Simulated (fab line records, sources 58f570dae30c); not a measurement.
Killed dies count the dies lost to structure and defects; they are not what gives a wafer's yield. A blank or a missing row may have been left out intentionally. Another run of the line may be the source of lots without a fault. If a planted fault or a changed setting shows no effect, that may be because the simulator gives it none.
fab line records + flow berkeley_cmos170
[record]
- lots = 14
- wafers = 42
- last_day = 11
route steps=331 shown NVT@110 PLDD@152 PSD@183
lots that met no fault: from a run of the same line without faults
start_h: hours from the record's first day to the start of the lot's first wafer shown + wait_h: how many hours have passed since the lot's step before this one + " identical to the entry in the row above + L1.1+2: one row covering several wafers at once + - no value present, or no start provided + * or withheld: withheld + < > ~ a bound
route shown NAME@n: NAME is a module with steps in the file, n the number in the route of the first one + usual: average and standard deviation across the fault-free wafers + same: alike in all rows + chamber/n: place in a boat + sites: readings site by site + _std_site: standard deviation of those values + _edge_site: the outer-site mean with the inner-site mean subtracted + radius_mm: for every site, how far away it sits from the centre of the wafer + mask NAME#n: copy n + behind: the last tool/chamber to shape the wafer + hold: cause of the lot's hold/its duration in hours/its outcome + device: the n, p or np transistor that did not switch + end of line: the same wafers' tests at the end of the route + where a step has no rows: the recipe by itself + killed: dies lost to structure and defects at the first sort, not the wafer's yield + map: a wafer's dies, x killed, . not, _ none there
set.NAME: the setting that was run; set.NAME@STEP: the one run at that earlier step + model.NAME: the simulator's own value behind a step, which no gauge read
one table for each step of the route and one row for each wafer, over a sample of lots
services: a tool's chamber out of use, with start hour (start_h, from the record's first day; less than 0 if before it), hours out, and reason
[[steps]]
[step UCB170_NVT_OVL_MEAS_06]
[usual]
- NVT_OVL = -5/5.3
| lot.wafer | tool       | chamber | start_h | wait_h | NVT_OVL[nm] |
|-----------|------------|---------|---------|--------|-------------|
| L258.1    | overlay-02 | -       | 118.10  | -      | -7          |
| L258.3    | "          | -       | "       | "      | -1          |
| L258.6    | "          | -       | "       | "      | -1          |
| L261.1    | overlay-01 | -       | 123.84  | -      | -1          |
| L261.2    | "          | -       | "       | "      | -2          |
| L261.3    | "          | -       | "       | "      | -6          |
| L259.2    | overlay-02 | -       | 124.12  | -      | -6          |
| L259.5    | "          | -       | "       | "      | -6          |
| L259.6    | "          | -       | "       | "      | -6          |
| L260.2    | overlay-01 | -       | 124.12  | -      | 4           |
| L260.4    | "          | -       | "       | "      | 1           |
| L260.5    | "          | -       | "       | "      | -7          |
| L263.4    | overlay-01 | -       | 145.98  | -      | 0           |
| L263.5    | "          | -       | "       | "      | -11         |
| L263.6    | "          | -       | "       | "      | -6          |
| L262.2    | overlay-01 | -       | 150.21  | -      | -10         |
| L262.5    | "          | -       | "       | "      | -10         |
| L262.6    | "          | -       | "       | "      | -12         |
| L265.2    | overlay-01 | -       | 150.34  | -      | -1          |
| L265.3    | "          | -       | "       | "      | 4           |
| L265.4    | "          | -       | "       | "      | -1          |
| L268.1    | overlay-02 | -       | 165.72  | -      | -5          |
| L268.3    | "          | -       | "       | "      | -4          |
| L268.6    | "          | -       | "       | "      | -1          |
| L271.3    | overlay-01 | -       | 182.63  | -      | 2           |
| L271.5    | "          | -       | "       | "      | 0           |
| L271.6    | "          | -       | "       | "      | 4           |
| L273.1    | overlay-01 | -       | 194.27  | -      | -13         |
| L273.2    | "          | -       | "       | "      | -7          |
| L273.5    | "          | -       | "       | "      | -10         |
| L274.3    | overlay-01 | -       | 194.53  | -      | -7          |
| L274.4    | "          | -       | "       | "      | -7          |
| L274.6    | "          | -       | "       | "      | -17         |
| L275.1    | overlay-01 | -       | 203.93  | -      | -10         |
| L275.4    | "          | -       | "       | "      | -9          |
| L275.5    | "          | -       | "       | "      | -8          |
| L277.4    | overlay-02 | -       | 204.04  | -      | 5           |
| L277.5    | "          | -       | "       | "      | 0           |
| L277.6    | "          | -       | "       | "      | 0           |
| L278.2    | overlay-01 | -       | 214.55  | -      | -8          |
| L278.4    | "          | -       | "       | "      | -11         |
| L278.5    | "          | -       | "       | "      | -12         |
[step UCB170_PLDD_OVL_MEAS_07]
[usual]
- PLDD_OVL = -1/5
| lot.wafer | tool       | chamber | start_h | wait_h | PLDD_OVL[nm] |
|-----------|------------|---------|---------|--------|--------------|
| L258.1    | overlay-02 | -       | 138.35  | 0.1    | -3           |
| L258.3    | "          | -       | "       | "      | 4            |
| L258.6    | "          | -       | "       | "      | -4           |
| L261.1    | overlay-01 | -       | 138.69  | 0.1    | -4           |
| L261.2    | "          | -       | "       | "      | -7           |
| L261.3    | "          | -       | "       | "      | 5            |
| L259.2    | overlay-02 | -       | 139.42  | 0.1    | 4            |
| L259.5    | "          | -       | "       | "      | 3            |
| L259.6    | "          | -       | "       | "      | -9           |
| L260.2    | overlay-02 | -       | 139.54  | 0.1    | 3            |
| L260.4    | "          | -       | "       | "      | 6            |
| L260.5    | "          | -       | "       | "      | 1            |
| L263.4    | overlay-01 | -       | 162.49  | 0.1    | 9            |
| L263.5    | "          | -       | "       | "      | -2           |
| L263.6    | "          | -       | "       | "      | 3            |
| L265.2    | overlay-01 | -       | 165.09  | 0.1    | -1           |
| L265.3    | "          | -       | "       | "      | 5            |
| L265.4    | "          | -       | "       | "      | 4            |
| L262.2    | overlay-01 | -       | 165.57  | 0.1    | -7           |
| L262.5    | "          | -       | "       | "      | -5           |
| L262.6    | "          | -       | "       | "      | -8           |
| L268.1    | overlay-02 | -       | 184.01  | 0.1    | 1            |
| L268.3    | "          | -       | "       | "      | -6           |
| L268.6    | "          | -       | "       | "      | -2           |
| L271.3    | overlay-02 | -       | 198.77  | 0.1    | 11           |
| L271.5    | "          | -       | "       | "      | 6            |
| L271.6    | "          | -       | "       | "      | 9            |
| L273.1    | overlay-01 | -       | 212.81  | 0.1    | -1           |
| L273.2    | "          | -       | "       | "      | -1           |
| L273.5    | "          | -       | "       | "      | 1            |
| L274.3    | overlay-02 | -       | 212.85  | 0.1    | 5            |
| L274.4    | "          | -       | "       | "      | 5            |
| L274.6    | "          | -       | "       | "      | 7            |
| L275.1    | overlay-01 | -       | 219.70  | 0.1    | 1            |
| L275.4    | "          | -       | "       | "      | -2           |
| L275.5    | "          | -       | "       | "      | -1           |
| L277.4    | overlay-01 | -       | 219.88  | 0.1    | 3            |
| L277.5    | "          | -       | "       | "      | 5            |
| L277.6    | "          | -       | "       | "      | 1            |
| L278.2    | overlay-01 | -       | 234.91  | 0.1    | -3           |
| L278.4    | "          | -       | "       | "      | -6           |
| L278.5    | "          | -       | "       | "      | -6           |
[step UCB170_PLDD_STRIP_10]
[recipe]
- chemistry = O2
- power_w = 400
- pressure_mtorr = 3500
- platen_temp_c = withheld
- o2_flow_sccm = 400
- overash_fraction = 0.4616
[usual]
- drypump_motor_current_A = 5.7/0.4
- oes_product_au = 0.748/0.0044
- strip_time_to_endpoint_s = 21.63/0.067
| lot.wafer | tool            | chamber | start_h | wait_h | drypump_motor_current_A | oes_product_au | rf_hours_counter_h | strip_time_to_endpoint_s |
|-----------|-----------------|---------|---------|--------|-------------------------|----------------|--------------------|--------------------------|
| L258.1    | plasma_asher-01 | 0       | 138.69  | 0.1    | 5.2                     | 0.745          | 45                 | 21.67                    |
| L258.3    | "               | 1       | "       | "      | 5.5                     | 0.749          | -                  | 21.70                    |
| L258.6    | "               | 1       | "       | "      | 5.5                     | 0.741          | -                  | 21.67                    |
| L261.1    | plasma_asher-03 | 0       | 139.02  | 0.1    | 5.6                     | 0.747          | 43                 | 21.62                    |
| L261.2    | "               | 1       | "       | "      | 5.5                     | 0.756          | 43                 | 21.60                    |
| L261.3    | "               | 0       | "       | "      | 5.6                     | 0.738          | -                  | 21.54                    |
| L259.2    | plasma_asher-01 | 1       | 139.75  | 0.1    | 5.6                     | 0.752          | 45                 | 21.59                    |
| L259.5    | "               | 0       | "       | "      | 5.2                     | 0.750          | -                  | 21.56                    |
| L259.6    | "               | 1       | "       | "      | 5.6                     | 0.742          | -                  | 21.62                    |
| L260.2    | plasma_asher-01 | 1       | 139.87  | 0.1    | 5.6                     | 0.752          | 45                 | 21.64                    |
| L260.4    | "               | 1       | "       | "      | 5.6                     | 0.750          | -                  | 21.66                    |
| L260.5    | "               | 1       | "       | "      | 5.6                     | 0.746          | -                  | 21.68                    |
| L263.4    | plasma_asher-01 | 0       | 162.84  | 0.1    | 5.2                     | 0.743          | -                  | 21.49                    |
| L263.5    | "               | 0       | "       | "      | 5.1                     | 0.745          | -                  | 21.54                    |
| L263.6    | "               | 1       | "       | "      | 5.6                     | 0.755          | -                  | 21.51                    |
| L265.2    | plasma_asher-01 | 1       | 165.42  | 0.1    | 5.6                     | 0.739          | 49                 | 21.62                    |
| L265.3    | "               | 1       | "       | "      | 5.6                     | 0.741          | -                  | 21.63                    |
| L265.4    | "               | 0       | "       | "      | 5.2                     | 0.749          | -                  | 21.56                    |
| L262.2    | plasma_asher-03 | 0       | 165.90  | 0.1    | 5.6                     | 0.742          | 46                 | 21.73                    |
| L262.5    | "               | 0       | "       | "      | 5.6                     | 0.744          | -                  | 21.72                    |
| L262.6    | "               | 1       | "       | "      | 5.5                     | 0.743          | -                  | 21.69                    |
| L268.1    | plasma_asher-01 | 1       | 184.35  | 0.1    | 5.6                     | 0.751          | 51                 | 21.53                    |
| L268.3    | "               | 1       | "       | "      | 5.6                     | 0.748          | -                  | 21.50                    |
| L268.6    | "               | 1       | "       | "      | 5.6                     | 0.742          | -                  | 21.57                    |
| L271.3    | plasma_asher-04 | 0       | 199.12  | 0.1    | 6.4                     | 0.751          | -                  | 21.62                    |
| L271.5    | "               | 1       | "       | "      | 6.1                     | 0.756          | -                  | 21.64                    |
| L271.6    | "               | 0       | "       | "      | 6.4                     | 0.755          | -                  | 21.68                    |
| L273.1    | plasma_asher-03 | 1       | 213.15  | 0.1    | 5.5                     | 0.747          | 51                 | 21.55                    |
| L273.2    | "               | 0       | "       | "      | 5.6                     | 0.750          | 51                 | 21.61                    |
| L273.5    | "               | 1       | "       | "      | 5.5                     | 0.753          | -                  | 21.45                    |
| L274.3    | plasma_asher-04 | 0       | 213.20  | 0.1    | 6.4                     | 0.743          | -                  | 21.57                    |
| L274.4    | "               | 1       | "       | "      | 6.1                     | 0.748          | -                  | 21.59                    |
| L274.6    | "               | 0       | "       | "      | 6.4                     | 0.740          | -                  | 21.64                    |
| L275.1    | plasma_asher-04 | 0       | 220.04  | 0.1    | 6.4                     | 0.744          | 8                  | 21.63                    |
| L275.4    | "               | 1       | "       | "      | 6.1                     | 0.748          | -                  | 21.69                    |
| L275.5    | "               | 1       | "       | "      | 6.1                     | 0.746          | -                  | 21.65                    |
| L277.4    | plasma_asher-03 | 1       | 220.23  | 0.1    | 5.5                     | 0.755          | -                  | 21.57                    |
| L277.5    | "               | 0       | "       | "      | 5.6                     | 0.750          | -                  | 21.61                    |
| L277.6    | "               | 1       | "       | "      | 5.5                     | 0.752          | -                  | 21.63                    |
| L278.2    | plasma_asher-01 | 1       | 235.24  | 0.1    | 5.6                     | 0.745          | 57                 | 21.56                    |
| L278.4    | "               | 1       | "       | "      | 5.6                     | 0.756          | -                  | 21.59                    |
| L278.5    | "               | 0       | "       | "      | 5.2                     | 0.749          | -                  | 21.54                    |
[step UCB170_PSD_IMPLANT_08]
[recipe]
- species = B
- dose_cm2 = 3e+15
- energy_kev = 20
- tilt_deg = 7
[usual]
- beam_energy_keV = 20.000/0.0062
| lot.wafer | tool         | chamber | start_h | wait_h | beam_energy_keV |
|-----------|--------------|---------|---------|--------|-----------------|
| L258.1    | implanter-02 | 0       | 147.71  | 0.0    | 19.990          |
| L258.3    | "            | 0       | "       | "      | 20.001          |
| L258.6    | "            | 0       | "       | "      | 19.999          |
| L261.1    | implanter-03 | 0       | 147.71  | 0.0    | 19.996          |
| L261.2    | "            | 0       | "       | "      | 19.999          |
| L261.3    | "            | 0       | "       | "      | 20.007          |
| L259.2    | implanter-03 | 0       | 148.01  | 0.0    | 19.988          |
| L259.5    | "            | 0       | "       | "      | 20.013          |
| L259.6    | "            | 0       | "       | "      | 20.008          |
| L260.2    | implanter-02 | 0       | 148.20  | 0.0    | 19.991          |
| L260.4    | "            | 0       | "       | "      | 20.005          |
| L260.5    | "            | 0       | "       | "      | 20.006          |
| L263.4    | implanter-03 | 0       | 171.67  | 0.1    | 20.002          |
| L263.5    | "            | 0       | "       | "      | 20.007          |
| L263.6    | "            | 0       | "       | "      | 19.996          |
| L265.2    | implanter-02 | 0       | 171.98  | 0.0    | 19.991          |
| L265.3    | "            | 0       | "       | "      | 19.999          |
| L265.4    | "            | 0       | "       | "      | 20.004          |
| L262.2    | implanter-03 | 0       | 172.30  | 0.0    | 20.000          |
| L262.5    | "            | 0       | "       | "      | 19.999          |
| L262.6    | "            | 0       | "       | "      | 19.996          |
| L268.1    | implanter-01 | 0       | 192.10  | 0.0    | 19.990          |
| L268.3    | "            | 0       | "       | "      | 20.000          |
| L268.6    | "            | 0       | "       | "      | 20.006          |
| L271.3    | implanter-02 | 0       | 207.67  | 0.1    | 20.000          |
| L271.5    | "            | 0       | "       | "      | 20.006          |
| L271.6    | "            | 0       | "       | "      | 19.998          |
| L274.3    | implanter-02 | 0       | 221.20  | 0.1    | 13.995          |
| L274.4    | "            | 0       | "       | "      | 14.000          |
| L274.6    | "            | 0       | "       | "      | 13.999          |
| L273.1    | implanter-02 | 0       | 221.64  | 0.0    | 13.995          |
| L273.2    | "            | 0       | "       | "      | 13.996          |
| L273.5    | "            | 0       | "       | "      | 13.996          |
| L275.1    | implanter-01 | 0       | 227.59  | 0.0    | 19.992          |
| L275.4    | "            | 0       | "       | "      | 19.996          |
| L275.5    | "            | 0       | "       | "      | 19.997          |
| L277.4    | implanter-03 | 0       | 227.90  | 0.1    | 20.006          |
| L277.5    | "            | 0       | "       | "      | 19.999          |
| L277.6    | "            | 0       | "       | "      | 19.999          |
| L278.2    | implanter-01 | 0       | 244.92  | 0.0    | 20.001          |
| L278.4    | "            | 0       | "       | "      | 20.005          |
| L278.5    | "            | 0       | "       | "      | 20.014          |
[step UCB170_PSD_STRIP_09]
[recipe]
- chemistry = O2
- power_w = 400
- pressure_mtorr = 3500
- platen_temp_c = withheld
- o2_flow_sccm = 400
- overash_fraction = 0.5
[usual]
- drypump_motor_current_A = 5.6/0.49
- oes_product_au = 0.601/0.0043
- strip_time_to_endpoint_s = 29.42/0.074
| lot.wafer | tool            | chamber | start_h | wait_h | drypump_motor_current_A | oes_product_au | rf_hours_counter_h | strip_time_to_endpoint_s |
|-----------|-----------------|---------|---------|--------|-------------------------|----------------|--------------------|--------------------------|
| L258.1    | plasma_asher-02 | 0       | 147.86  | 0.1    | 5.7                     | 0.600          | 36                 | 29.45                    |
| L258.3    | "               | 0       | "       | "      | 5.7                     | 0.605          | -                  | 29.52                    |
| L258.6    | "               | 0       | "       | "      | 5.7                     | 0.605          | -                  | 29.44                    |
| L261.1    | plasma_asher-01 | 0       | 147.86  | 0.1    | 5.2                     | 0.602          | 46                 | 29.39                    |
| L261.2    | "               | 1       | "       | "      | 5.5                     | 0.594          | 46                 | 29.33                    |
| L261.3    | "               | 0       | "       | "      | 5.2                     | 0.597          | -                  | 29.33                    |
| L259.2    | plasma_asher-01 | 1       | 148.13  | 0.1    | 5.6                     | 0.601          | 46                 | 29.31                    |
| L259.5    | "               | 0       | "       | "      | 5.1                     | 0.598          | -                  | 29.41                    |
| L259.6    | "               | 1       | "       | "      | 5.6                     | 0.602          | -                  | 29.35                    |
| L260.2    | plasma_asher-01 | 1       | 148.39  | 0.2    | 5.6                     | 0.605          | 47                 | 29.51                    |
| L260.4    | "               | 0       | "       | "      | 5.2                     | 0.596          | -                  | 29.55                    |
| L260.5    | "               | 1       | "       | "      | 5.6                     | 0.598          | -                  | 29.50                    |
| L263.4    | plasma_asher-01 | 0       | 171.78  | 0.1    | 5.2                     | 0.604          | -                  | 29.40                    |
| L263.5    | "               | 0       | "       | "      | 5.2                     | 0.603          | -                  | 29.51                    |
| L263.6    | "               | 1       | "       | "      | 5.6                     | 0.595          | -                  | 29.49                    |
| L265.2    | plasma_asher-02 | 1       | 172.10  | 0.1    | 5.0                     | 0.601          | 39                 | 29.39                    |
| L265.3    | "               | 0       | "       | "      | 5.8                     | 0.592          | -                  | 29.42                    |
| L265.4    | "               | 1       | "       | "      | 5.0                     | 0.598          | -                  | 29.32                    |
| L262.2    | plasma_asher-04 | 0       | 172.43  | 0.1    | 6.4                     | 0.599          | 3                  | 29.51                    |
| L262.5    | "               | 0       | "       | "      | 6.4                     | 0.593          | -                  | 29.50                    |
| L262.6    | "               | 1       | "       | "      | 6.1                     | 0.592          | -                  | 29.44                    |
| L268.1    | plasma_asher-04 | 1       | 192.25  | 0.1    | 6.1                     | 0.608          | 4                  | 29.37                    |
| L268.3    | "               | 1       | "       | "      | 6.1                     | 0.602          | -                  | 29.33                    |
| L268.6    | "               | 1       | "       | "      | 6.1                     | 0.601          | -                  | 29.36                    |
| L271.3    | plasma_asher-01 | 1       | 207.80  | 0.1    | 5.6                     | 0.601          | -                  | 29.22                    |
| L271.5    | "               | 1       | "       | "      | 5.6                     | 0.607          | -                  | 29.32                    |
| L271.6    | "               | 0       | "       | "      | 5.1                     | 0.598          | -                  | 29.38                    |
| L274.3    | plasma_asher-02 | 1       | 221.34  | 0.1    | 5.0                     | 0.633          | -                  | 26.94                    |
| L274.4    | "               | 0       | "       | "      | 5.7                     | 0.630          | -                  | 26.94                    |
| L274.6    | "               | 1       | "       | "      | 5.0                     | 0.633          | -                  | 26.91                    |
| L273.1    | plasma_asher-04 | 0       | 221.79  | 0.1    | 6.4                     | 0.633          | 8                  | 26.79                    |
| L273.2    | "               | 1       | "       | "      | 6.1                     | 0.640          | 8                  | 26.82                    |
| L273.5    | "               | 1       | "       | "      | 6.1                     | 0.632          | -                  | 26.77                    |
| L275.1    | plasma_asher-01 | 0       | 227.74  | 0.1    | 5.2                     | 0.601          | 56                 | 29.44                    |
| L275.4    | "               | 0       | "       | "      | 5.2                     | 0.592          | -                  | 29.34                    |
| L275.5    | "               | 1       | "       | "      | 5.5                     | 0.600          | -                  | 29.31                    |
| L277.4    | plasma_asher-02 | 1       | 228.01  | 0.1    | 5.0                     | 0.602          | -                  | 29.47                    |
| L277.5    | "               | 1       | "       | "      | 5.0                     | 0.592          | -                  | 29.39                    |
| L277.6    | "               | 0       | "       | "      | 5.7                     | 0.602          | -                  | 29.44                    |
| L278.2    | plasma_asher-04 | 1       | 245.04  | 0.1    | 6.1                     | 0.606          | 11                 | 29.36                    |
| L278.4    | "               | 0       | "       | "      | 6.4                     | 0.604          | -                  | 29.43                    |
| L278.5    | "               | 0       | "       | "      | 6.4                     | 0.598          | -                  | 29.39                    |
[step UCB170_PSD_TW_MEAS_10]
[usual]
- PSD_TW = 2335/11
| lot.wafer | tool          | chamber | start_h | wait_h | PSD_TW |
|-----------|---------------|---------|---------|--------|--------|
| L258.1    | film_metro-01 | -       | 147.96  | 0.1    | 2340   |
| L258.3    | "             | -       | "       | "      | 2335   |
| L258.6    | "             | -       | "       | "      | 2341   |
| L261.1    | film_metro-02 | -       | 147.96  | 0.1    | 2325   |
| L261.2    | "             | -       | "       | "      | 2333   |
| L261.3    | "             | -       | "       | "      | 2331   |
| L259.2    | film_metro-01 | -       | 148.24  | 0.1    | 2330   |
| L259.5    | "             | -       | "       | "      | 2327   |
| L259.6    | "             | -       | "       | "      | 2337   |
| L260.2    | film_metro-02 | -       | 148.50  | 0.1    | 2333   |
| L260.4    | "             | -       | "       | "      | 2327   |
| L260.5    | "             | -       | "       | "      | 2336   |
| L263.4    | film_metro-01 | -       | 171.87  | 0.1    | 2338   |
| L263.5    | "             | -       | "       | "      | 2340   |
| L263.6    | "             | -       | "       | "      | 2347   |
| L265.2    | film_metro-01 | -       | 172.21  | 0.1    | 2333   |
| L265.3    | "             | -       | "       | "      | 2331   |
| L265.4    | "             | -       | "       | "      | 2326   |
| L262.2    | film_metro-02 | -       | 172.54  | 0.1    | 2328   |
| L262.5    | "             | -       | "       | "      | 2329   |
| L262.6    | "             | -       | "       | "      | 2315   |
| L268.1    | film_metro-04 | -       | 192.35  | 0.1    | 2337   |
| L268.3    | "             | -       | "       | "      | 2342   |
| L268.6    | "             | -       | "       | "      | 2330   |
| L271.3    | film_metro-01 | -       | 207.89  | 0.1    | 2324   |
| L271.5    | "             | -       | "       | "      | 2343   |
| L271.6    | "             | -       | "       | "      | 2334   |
| L274.3    | film_metro-04 | -       | 221.42  | 0.1    | 2154   |
| L274.4    | "             | -       | "       | "      | 2146   |
| L274.6    | "             | -       | "       | "      | 2140   |
| L273.1    | film_metro-02 | -       | 221.89  | 0.1    | 2136   |
| L273.2    | "             | -       | "       | "      | 2149   |
| L273.5    | "             | -       | "       | "      | 2135   |
| L275.1    | film_metro-02 | -       | 227.84  | 0.1    | 2329   |
| L275.4    | "             | -       | "       | "      | 2344   |
| L275.5    | "             | -       | "       | "      | 2322   |
| L277.4    | film_metro-01 | -       | 228.11  | 0.1    | 2337   |
| L277.5    | "             | -       | "       | "      | 2342   |
| L277.6    | "             | -       | "       | "      | 2325   |
| L278.2    | film_metro-04 | -       | 245.15  | 0.1    | 2344   |
| L278.4    | "             | -       | "       | "      | 2346   |
| L278.5    | "             | -       | "       | "      | 2350   |
[step UCB170_SDANNEAL_RS_MEAS_02]
[recipe]
- thk_meas_gauge = four-point-probe
[usual]
- PSD_RS = 75.47/0.29
| lot.wafer | tool          | chamber | start_h | wait_h | PSD_RS[ohm/sq] |
|-----------|---------------|---------|---------|--------|----------------|
| L258.1    | film_metro-04 | -       | 151.19  | 0.0    | 75.37          |
| L258.3    | "             | -       | "       | "      | 75.25          |
| L258.6    | "             | -       | "       | "      | 75.23          |
| L261.1    | film_metro-01 | -       | 151.33  | 0.0    | 75.88          |
| L261.2    | "             | -       | "       | "      | 75.64          |
| L261.3    | "             | -       | "       | "      | 75.95          |
| L259.2    | film_metro-02 | -       | 151.66  | 0.1    | 75.39          |
| L259.5    | "             | -       | "       | "      | 75.25          |
| L259.6    | "             | -       | "       | "      | 75.49          |
| L260.2    | film_metro-04 | -       | 151.83  | 0.1    | 75.27          |
| L260.4    | "             | -       | "       | "      | 74.95          |
| L260.5    | "             | -       | "       | "      | 75.13          |
| L263.4    | film_metro-01 | -       | 175.04  | 0.1    | 75.43          |
| L263.5    | "             | -       | "       | "      | 75.12          |
| L263.6    | "             | -       | "       | "      | 75.55          |
| L265.2    | film_metro-02 | -       | 175.59  | 0.1    | 75.38          |
| L265.3    | "             | -       | "       | "      | 75.03          |
| L265.4    | "             | -       | "       | "      | 75.44          |
| L262.2    | film_metro-02 | -       | 176.25  | 0.1    | 75.41          |
| L262.5    | "             | -       | "       | "      | 75.00          |
| L262.6    | "             | -       | "       | "      | 75.32          |
| L268.1    | film_metro-04 | -       | 195.80  | 0.0    | 75.26          |
| L268.3    | "             | -       | "       | "      | 74.89          |
| L268.6    | "             | -       | "       | "      | 75.37          |
| L271.3    | film_metro-04 | -       | 213.58  | 0.1    | 76.09          |
| L271.5    | "             | -       | "       | "      | 75.86          |
| L271.6    | "             | -       | "       | "      | 75.47          |
| L274.3    | film_metro-02 | -       | 225.94  | 0.1    | 80.37          |
| L274.4    | "             | -       | "       | "      | 79.83          |
| L274.6    | "             | -       | "       | "      | 80.13          |
| L273.1    | film_metro-01 | -       | 226.40  | 0.0    | 79.66          |
| L273.2    | "             | -       | "       | "      | 79.65          |
| L273.5    | "             | -       | "       | "      | 79.55          |
| L275.1    | film_metro-01 | -       | 232.08  | 0.1    | 75.42          |
| L275.4    | "             | -       | "       | "      | 75.64          |
| L275.5    | "             | -       | "       | "      | 75.75          |
| L277.4    | film_metro-04 | -       | 232.42  | 0.1    | 75.22          |
| L277.5    | "             | -       | "       | "      | 75.43          |
| L277.6    | "             | -       | "       | "      | 75.36          |
| L278.2    | film_metro-01 | -       | 250.10  | 0.1    | 75.58          |
| L278.4    | "             | -       | "       | "      | 75.53          |
| L278.5    | "             | -       | "       | "      | 75.47          |
[[services]]
| tool            | chamber | start_h | hours | kind   |
|-----------------|---------|---------|-------|--------|
| plasma_asher-04 | 0       | 117.75  | -     | clean  |
| plasma_asher-04 | 1       | 117.75  | -     | clean  |
| implanter-01    | -       | 122.49  | 2.9   | pm     |
| plasma_asher-04 | -       | 123.03  | 26.9  | pm     |
| implanter-02    | -       | 143.68  | 3.6   | pm     |
| implanter-01    | -       | 153.16  | 1.8   | repair |
| plasma_asher-04 | -       | 179.62  | 2.8   | pm     |
| implanter-02    | -       | 235.74  | 2.3   | repair |
[[key]]
[first_sign]
- step = UCB170_PSD_IMPLANT_08
- reading = beam_energy_keV
- direction = down
- sigmas = 99+
- usual = 20.000
- struck = 13.997
[effect]
- step = UCB170_PSD_STRIP_09
- reading = strip_time_to_endpoint_s
- direction = down
- sigmas = 35
- usual = *
- struck = *
[effect]
- step = UCB170_PSD_TW_MEAS_10
- reading = PSD_TW
- direction = down
- sigmas = 18
- usual = 2335
- struck = 2143
[effect]
- step = UCB170_SDANNEAL_RS_MEAS_02
- reading = PSD_RS
- direction = up
- sigmas = 15
- usual = 75.47
- struck = 79.86
met_at UCB170_PSD_IMPLANT_08
struck_lots L273,L274
tester_left_out L273,L274
not_acting_at UCB170_NVT_OVL_MEAS_06,UCB170_PLDD_OVL_MEAS_07,UCB170_PLDD_STRIP_10
onset_between 207.67 221.20
[fault]
- kind = process_parameter_drift
- tool = implanter-02
- chamber = -
- onset_h = 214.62
- steps = UCB170_PSD_IMPLANT_08
- channel = energy_kev
- offset = -6
- shape = step
- end_h = 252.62
- acts_in = these_recipes_only
- stated = 20
// tester_left_out: of these lots the tester's yield and bins aren't shown, on N5 and GAA mostly nor the transistor test; their killed dies are dies lost to structure and defects alone, not to doping, threshold or leakage, so they don't give the yield
